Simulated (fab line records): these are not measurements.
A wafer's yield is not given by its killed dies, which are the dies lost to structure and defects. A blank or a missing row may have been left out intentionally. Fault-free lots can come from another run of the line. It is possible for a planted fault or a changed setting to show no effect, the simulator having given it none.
Which tool is to blame? / flow rit cmos / 14 lots with 42 wafers sampled at 4 steps, on a route of 202 steps

== WHAT EACH GAUGE READ, for each wafer ==
RIT_ACTIVE_CD_MEAS_11 targets a cd of 1400 nm. Usual: cd nm 1400.8 nm, standard deviation 2.6.
lot=L374; measured=day 1 20:16; on=cd sem-01; cd nm (nm)=1402.3 1401.2 1403.2; flag=
lot=L375; measured=day 2 02:46; on=cd sem-01; cd nm (nm)=1401.0 1401.7 1402.9; flag=
lot=L376; measured=day 2 05:41; on=cd sem-02; cd nm (nm)=1400.0 1401.2 1402.2; flag=
lot=L377; measured=day 2 12:03; on=cd sem-01; cd nm (nm)=1402.7 1403.5 1402.2; flag=
lot=L380; measured=day 3 01:34; on=cd sem-02; cd nm (nm)=1398.4 1397.2 1398.2; flag=
lot=L381; measured=day 3 07:32; on=cd sem-02; cd nm (nm)=1404.4 1403.5 1403.2; flag=
lot=L385; measured=day 4 03:09; on=cd sem-01; cd nm (nm)=1404.4 1402.0 1402.7; flag=
lot=L388; measured=day 4 17:26; on=cd sem-02; cd nm (nm)=1400.9 1404.2 1401.3; flag=
lot=L390; measured=day 5 03:35; on=cd sem-01; cd nm (nm)=1402.5 1402.5 1402.5; flag=
lot=L391; measured=day 5 08:34; on=cd sem-01; cd nm (nm)=1398.5 1398.4 1397.5; flag=
lot=L393; measured=day 5 18:36; on=cd sem-01; cd nm (nm)=1401.9 1403.9 1404.2; flag=
lot=L394; measured=day 5 23:26; on=cd sem-01; cd nm (nm)=1399.2 1398.5 1401.2; flag=
lot=L395; measured=day 6 04:34; on=cd sem-01; cd nm (nm)=1402.3 1405.0 1404.0; flag=
lot=L396; measured=day 6 09:36; on=cd sem-01; cd nm (nm)=1402.7 1401.2 1401.7; flag=

RIT_NLDD_OVL_MEAS_06. Usual: NLDD_OVL gives 0.5 nm (standard deviation 1.6).
lot=L374; measured=day 3 02:38; on=overlay-01; NLDD_OVL (nm)=-0.3 2.1 -0.1; flag=
lot=L375; measured=day 3 07:39; on=overlay-02; NLDD_OVL (nm)=-1.4 -1.7 -1.2; flag=
lot=L376; measured=day 3 11:39; on=overlay-01; NLDD_OVL (nm)=1.2 1.5 2.8; flag=
lot=L377; measured=day 3 14:37; on=overlay-02; NLDD_OVL (nm)=-0.1 0.9 0.0; flag=
lot=L380; measured=day 4 06:16; on=overlay-02; NLDD_OVL (nm)=-0.6 1.4 -0.3; flag=
lot=L381; measured=day 4 10:40; on=overlay-01; NLDD_OVL (nm)=2.2 0.0 0.9; flag=
lot=L385; measured=day 5 06:02; on=overlay-01; NLDD_OVL (nm)=-0.4 -0.8 -1.9; flag=
lot=L388; measured=day 5 20:17; on=overlay-01; NLDD_OVL (nm)=0.5 1.7 0.6; flag=
lot=L390; measured=day 6 06:25; on=overlay-01; NLDD_OVL (nm)=0.9 -0.9 0.1; flag=
lot=L391; measured=day 6 10:45; on=overlay-01; NLDD_OVL (nm)=0.1 -0.5 0.3; flag=
lot=L393; measured=day 6 22:29; on=overlay-02; NLDD_OVL (nm)=0.1 1.0 0.0; flag=
lot=L394; measured=day 7 03:17; on=overlay-01; NLDD_OVL (nm)=3.3 4.9 3.9; flag=
lot=L395; measured=day 7 07:57; on=overlay-02; NLDD_OVL (nm)=1.4 -1.0 -0.6; flag=
lot=L396; measured=day 7 13:10; on=overlay-02; NLDD_OVL (nm)=0.3 2.4 3.0; flag=

RIT_CONTACT_CD_MEAS_08 targets a cd of 1000 nm. Usual: cd nm 998.4 nm, standard deviation 2.3.
lot=L374; measured=day 3 13:40; on=cd sem-02; cd nm (nm)=998.4 996.4 999.3; flag=
lot=L375; measured=day 3 18:29; on=cd sem-01; cd nm (nm)=999.8 999.3 997.2; flag=
lot=L376; measured=day 3 21:55; on=cd sem-02; cd nm (nm)=997.1 998.5 997.8; flag=
lot=L377; measured=day 4 01:39; on=cd sem-01; cd nm (nm)=998.7 1001.1 997.2; flag=
lot=L380; measured=day 4 16:17; on=cd sem-02; cd nm (nm)=998.4 999.8 998.4; flag=
lot=L381; measured=day 4 21:22; on=cd sem-01; cd nm (nm)=998.4 999.3 998.5; flag=
lot=L385; measured=day 5 16:33; on=cd sem-01; cd nm (nm)=998.9 997.2 997.1; flag=
lot=L388; measured=day 6 08:11; on=cd sem-01; cd nm (nm)=999.2 1000.1 1000.8; flag=
lot=L390; measured=day 6 17:02; on=cd sem-02; cd nm (nm)=1000.6 997.9 999.5; flag=
lot=L391; measured=day 6 21:11; on=cd sem-01; cd nm (nm)=1000.7 1002.5 1001.6; flag=
lot=L393; measured=day 7 08:50; on=cd sem-01; cd nm (nm)=996.3 994.1 997.0; flag=
lot=L394; measured=day 7 13:32; on=cd sem-01; cd nm (nm)=998.9 1000.3 997.7; flag=
lot=L395; measured=day 7 18:02; on=cd sem-01; cd nm (nm)=998.8 999.5 1000.3; flag=
lot=L396; measured=day 7 23:34; on=cd sem-01; cd nm (nm)=997.1 998.5 1000.1; flag=

== WHAT TOOL EACH LOT RAN ON (gives the tool, then ch and the chambers of the sampled wafers, and finally the start) ==
lot=L374; RIT_NSD_EXPOSE_03=iline stepper-02 ch 0, day 3 08:28
lot=L375; RIT_NSD_EXPOSE_03=iline stepper-01 ch 0, day 3 13:17
lot=L376; RIT_NSD_EXPOSE_03=iline stepper-01 ch 0, day 3 16:36
lot=L377; RIT_NSD_EXPOSE_03=iline stepper-02 ch 0, day 3 20:40
lot=L380; RIT_NSD_EXPOSE_03=iline stepper-01, day 4 11:13
lot=L381; RIT_NSD_EXPOSE_03=iline stepper-02, day 4 16:02
lot=L385; RIT_NSD_EXPOSE_03=iline stepper-02 ch 0, day 5 11:22
lot=L388; RIT_NSD_EXPOSE_03=iline stepper-02 ch 0, day 6 02:44
lot=L390; RIT_NSD_EXPOSE_03=iline stepper-01 ch 0, day 6 11:31
lot=L391; RIT_NSD_EXPOSE_03=iline stepper-01 ch 0, day 6 15:52
lot=L393; RIT_NSD_EXPOSE_03=iline stepper-01 ch 0, day 7 03:41
lot=L394; RIT_NSD_EXPOSE_03=iline stepper-02 ch 0, day 7 08:20
lot=L395; RIT_NSD_EXPOSE_03=iline stepper-01 ch 0, day 7 13:01
lot=L396; RIT_NSD_EXPOSE_03=iline stepper-02 ch 0, day 7 18:38
- RIT_NSD_EXPOSE_03: exposes mask M9, target cd 40700 nm.

== WHAT THE TOOLS THEMSELVES READ (means of the sampled wafers that have a number; where no wafer has one, the mark that the record gives instead) ==
RIT_NSD_EXPOSE_03. Usual: exposure dose mJ cm2 249.93, standard deviation 0.21; focus offset nm 0.1 nm, standard deviation 0.55.
lot=L374; tool=iline stepper-02; exposure dose mJ cm2=249.94; focus offset nm (nm)=-0.3; flag=
lot=L375; tool=iline stepper-01; exposure dose mJ cm2=249.70; focus offset nm (nm)=0.3; flag=
lot=L376; tool=iline stepper-01; exposure dose mJ cm2=250.12; focus offset nm (nm)=1.0; flag=
lot=L377; tool=iline stepper-02; exposure dose mJ cm2=249.79; focus offset nm (nm)=0.3; flag=
lot=L380; tool=iline stepper-01; exposure dose mJ cm2=-; focus offset nm (nm)=-; flag=OFF
lot=L381; tool=iline stepper-02; exposure dose mJ cm2=-; focus offset nm (nm)=-; flag=OFF
lot=L385; tool=iline stepper-02; exposure dose mJ cm2=249.82; focus offset nm (nm)=-0.3; flag=
lot=L388; tool=iline stepper-02; exposure dose mJ cm2=250.10; focus offset nm (nm)=0.3; flag=
lot=L390; tool=iline stepper-01; exposure dose mJ cm2=249.91; focus offset nm (nm)=0.5; flag=
lot=L391; tool=iline stepper-01; exposure dose mJ cm2=249.94; focus offset nm (nm)=-0.2; flag=
lot=L393; tool=iline stepper-01; exposure dose mJ cm2=249.79; focus offset nm (nm)=0.8; flag=
lot=L394; tool=iline stepper-02; exposure dose mJ cm2=250.02; focus offset nm (nm)=-0.1; flag=
lot=L395; tool=iline stepper-01; exposure dose mJ cm2=250.04; focus offset nm (nm)=0.7; flag=
lot=L396; tool=iline stepper-02; exposure dose mJ cm2=249.85; focus offset nm (nm)=-0.1; flag=

== THE ANSWER, worked out from the rows above alone ==
Rule: a lot counts as off when the mean over its wafers that have a number is more than 3 standard deviations away from the usual mean. A lot without any number at a reading at which 4 lots or more have one is off too. Where the step has rows for the other lots, those lots are counted as sound. First the gauges in route order, then the tools' own readings, where a lot's mean is used as printed above. The first step at which some lot is off is used, and at that step the reading that is off furthest; a lot without a number counts as furthest.
Off at RIT_NSD_EXPOSE_03 (exposure dose mJ cm2): L380, L381. Without a number there: L380, L381.
If a tool, at that step or one of the process steps before it, ran each lot that is off and ran no sound lot following the first of them, it fits. Of those tried, none fits.

== WHAT HAD BEEN PUT IN BY THE SIMULATOR ==
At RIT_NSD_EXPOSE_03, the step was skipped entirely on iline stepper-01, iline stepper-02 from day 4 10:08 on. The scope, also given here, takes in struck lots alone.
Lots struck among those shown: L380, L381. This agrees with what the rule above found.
